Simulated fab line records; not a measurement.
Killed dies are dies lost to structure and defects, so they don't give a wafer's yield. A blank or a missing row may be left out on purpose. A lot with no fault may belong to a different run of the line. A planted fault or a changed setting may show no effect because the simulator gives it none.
Which tool is to blame? :: flow berkeley cmos170 :: 14 lots with 42 wafers sampled at 3 steps, on a route of 331 steps

## WHAT THE GAUGES SHOWED, per wafer
UCB170_V1_CD_MEAS_90: target cd 700 nm. Usual: cd nm reads 699.7 nm (standard deviation 1.3).
lot: L324
measured: day 8 07:30
on: cd sem-01
cd nm (nm): 697.4 697.9 698.5
flag: 

lot: L323
measured: day 8 07:41
on: cd sem-02
cd nm (nm): 699.5 700.5 699.5
flag: 

lot: L325
measured: day 8 12:28
on: cd sem-01
cd nm (nm): 700.5 696.7 698.2
flag: 

lot: L329
measured: day 8 20:22
on: cd sem-01
cd nm (nm): 700.4 699.5 700.7
flag: 

lot: L328
measured: day 8 20:54
on: cd sem-02
cd nm (nm): 699.7 700.6 698.8
flag: 

lot: L331
measured: day 9 04:52
on: cd sem-01
cd nm (nm): 701.7 701.8 701.8
flag: 

lot: L330
measured: day 9 05:13
on: cd sem-01
cd nm (nm): 700.9 702.2 701.7
flag: 

lot: L332
measured: day 9 15:12
on: cd sem-02
cd nm (nm): 700.7 700.7 701.7
flag: 

lot: L337
measured: day 10 16:30
on: cd sem-01
cd nm (nm): 699.8 699.1 699.5
flag: 

lot: L340
measured: day 11 08:29
on: cd sem-01
cd nm (nm): 702.0 701.5 701.0
flag: 

lot: L342
measured: day 11 16:41
on: cd sem-01
cd nm (nm): 700.6 700.2 700.8
flag: 

lot: L345
measured: day 12 11:47
on: cd sem-01
cd nm (nm): 699.3 699.1 698.5
flag: 

lot: L343
measured: day 12 11:54
on: cd sem-01
cd nm (nm): 696.8 697.4 699.2
flag: 

lot: L344
measured: day 12 12:05
on: cd sem-02
cd nm (nm): 698.3 698.0 698.8
flag: 

UCB170_V2_BOW_MEAS_03. Usual: V2_BOW typically reads 36 um, with standard deviation 6.8.
lot: L324
measured: day 8 10:58
on: film metro-02
V2_BOW (um): 38 33 32
flag: 

lot: L323
measured: day 8 11:04
on: film metro-03
V2_BOW (um): 50 36 37
flag: 

lot: L325
measured: day 8 16:18
on: film metro-02
V2_BOW (um): 36 31 41
flag: 

lot: L329
measured: day 9 00:08
on: film metro-02
V2_BOW (um): 27 29 41
flag: 

lot: L328
measured: day 9 00:54
on: film metro-04
V2_BOW (um): 39 49 29
flag: 

lot: L331
measured: day 9 10:33
on: film metro-02
V2_BOW (um): 40 36 25
flag: 

lot: L330
measured: day 9 10:53
on: film metro-04
V2_BOW (um): 48 39 35
flag: 

lot: L332
measured: day 9 18:21
on: film metro-04
V2_BOW (um): 47 40 49
flag: 

lot: L337
measured: day 10 20:28
on: film metro-04
V2_BOW (um): 33 33 26
flag: 

lot: L340
measured: day 11 12:19
on: film metro-04
V2_BOW (um): 45 42 38
flag: 

lot: L342
measured: day 11 20:29
on: film metro-03
V2_BOW (um): 21 36 33
flag: 

lot: L345
measured: day 12 16:10
on: film metro-04
V2_BOW (um): 51 32 30
flag: 

lot: L343
measured: day 12 16:31
on: film metro-04
V2_BOW (um): 32 38 47
flag: 

lot: L344
measured: day 12 16:50
on: film metro-02
V2_BOW (um): 28 32 44
flag: 

## TOOL THAT RAN EACH LOT (tool first, then ch and the chambers of the sampled wafers, then the start)
lot: L324
UCB170_V1_STRIP_15: plasma asher-02 ch 0,1, day 8 07:23

lot: L323
UCB170_V1_STRIP_15: plasma asher-03 ch 0,1, day 8 07:35

lot: L325
UCB170_V1_STRIP_15: plasma asher-04 ch 0,1, day 8 12:22

lot: L329
UCB170_V1_STRIP_15: plasma asher-04 ch 0,1, day 8 20:16

lot: L328
UCB170_V1_STRIP_15: plasma asher-03 ch 0,1, day 8 20:48

lot: L331
UCB170_V1_STRIP_15: plasma asher-04 ch 0,1, day 9 04:41

lot: L330
UCB170_V1_STRIP_15: plasma asher-04 ch 0,1, day 9 05:06

lot: L332
UCB170_V1_STRIP_15: plasma asher-04 ch 0,1, day 9 15:06

lot: L337
UCB170_V1_STRIP_15: plasma asher-02 ch 0,1, day 10 16:24

lot: L340
UCB170_V1_STRIP_15: plasma asher-04 ch 0,1, day 11 08:22

lot: L342
UCB170_V1_STRIP_15: plasma asher-03 ch 0,1, day 11 16:35

lot: L345
UCB170_V1_STRIP_15: plasma asher-03 ch 0, day 12 11:40

lot: L343
UCB170_V1_STRIP_15: plasma asher-02 ch 0,1, day 12 11:47

lot: L344
UCB170_V1_STRIP_15: plasma asher-03 ch 0,1, day 12 11:58
- UCB170_V1_STRIP_15: strips in O2.

## WHAT THE TOOLS THEMSELVES READ (means of the sampled wafers that have a number; where no wafer has one, the mark that the record gives instead)
UCB170_V1_STRIP_15. Usual: drypump motor current A 5.7 A, standard deviation 0.39; oes product au 0.722 a.u., standard deviation 0.0045; strip time to endpoint s 15.34 s, standard deviation 0.12.
lot: L324
tool: plasma asher-02
drypump motor current A (A): 6.1
oes product au (a.u.): 0.726
strip time to endpoint s (s): 15.47
flag: 

lot: L323
tool: plasma asher-03
drypump motor current A (A): 5.3
oes product au (a.u.): 0.721
strip time to endpoint s (s): 15.19
flag: 

lot: L325
tool: plasma asher-04
drypump motor current A (A): 5.5
oes product au (a.u.): 0.721
strip time to endpoint s (s): 15.45
flag: 

lot: L329
tool: plasma asher-04
drypump motor current A (A): 5.7
oes product au (a.u.): 0.717
strip time to endpoint s (s): 15.42
flag: 

lot: L328
tool: plasma asher-03
drypump motor current A (A): 5.3
oes product au (a.u.): 0.725
strip time to endpoint s (s): 15.42
flag: 

lot: L331
tool: plasma asher-04
drypump motor current A (A): 5.8
oes product au (a.u.): 0.726
strip time to endpoint s (s): 15.18
flag: 

lot: L330
tool: plasma asher-04
drypump motor current A (A): 5.7
oes product au (a.u.): 0.724
strip time to endpoint s (s): 15.35
flag: 

lot: L332
tool: plasma asher-04
drypump motor current A (A): 5.5
oes product au (a.u.): 0.721
strip time to endpoint s (s): 15.41
flag: 

lot: L337
tool: plasma asher-02
drypump motor current A (A): 5.9
oes product au (a.u.): 0.723
strip time to endpoint s (s): 15.23
flag: 

lot: L340
tool: plasma asher-04
drypump motor current A (A): 5.5
oes product au (a.u.): 0.721
strip time to endpoint s (s): 15.36
flag: 

lot: L342
tool: plasma asher-03
drypump motor current A (A): 5.6
oes product au (a.u.): 0.717
strip time to endpoint s (s): 15.26
flag: 

lot: L345
tool: plasma asher-03
drypump motor current A (A): 5.1
oes product au (a.u.): 0.719
strip time to endpoint s (s): 15.34
flag: 

lot: L343
tool: plasma asher-02
drypump motor current A (A): 5.9
oes product au (a.u.): 0.721
strip time to endpoint s (s): 15.18
flag: 

lot: L344
tool: plasma asher-03
drypump motor current A (A): 5.3
oes product au (a.u.): 0.722
strip time to endpoint s (s): 15.26
flag: 

## THE ANSWER, worked out from the rows above alone
Rule: lot off if the mean of its wafers having a number is beyond 3 standard deviations from the usual mean. A lot without any number at a reading at which 4 lots or more have one is off too. All remaining lots with rows at the step are treated as sound. After the gauges, taken in route order, come the tools' own readings; for these a lot's mean is taken, as printed above. At the first step where some lot is off, the reading lying furthest off is the one used; lots without a number count as furthest.
Across all readings shown, no lot is off: no conclusion can be drawn from this.

## WHAT WAS PUT IN BY THE SIMULATOR
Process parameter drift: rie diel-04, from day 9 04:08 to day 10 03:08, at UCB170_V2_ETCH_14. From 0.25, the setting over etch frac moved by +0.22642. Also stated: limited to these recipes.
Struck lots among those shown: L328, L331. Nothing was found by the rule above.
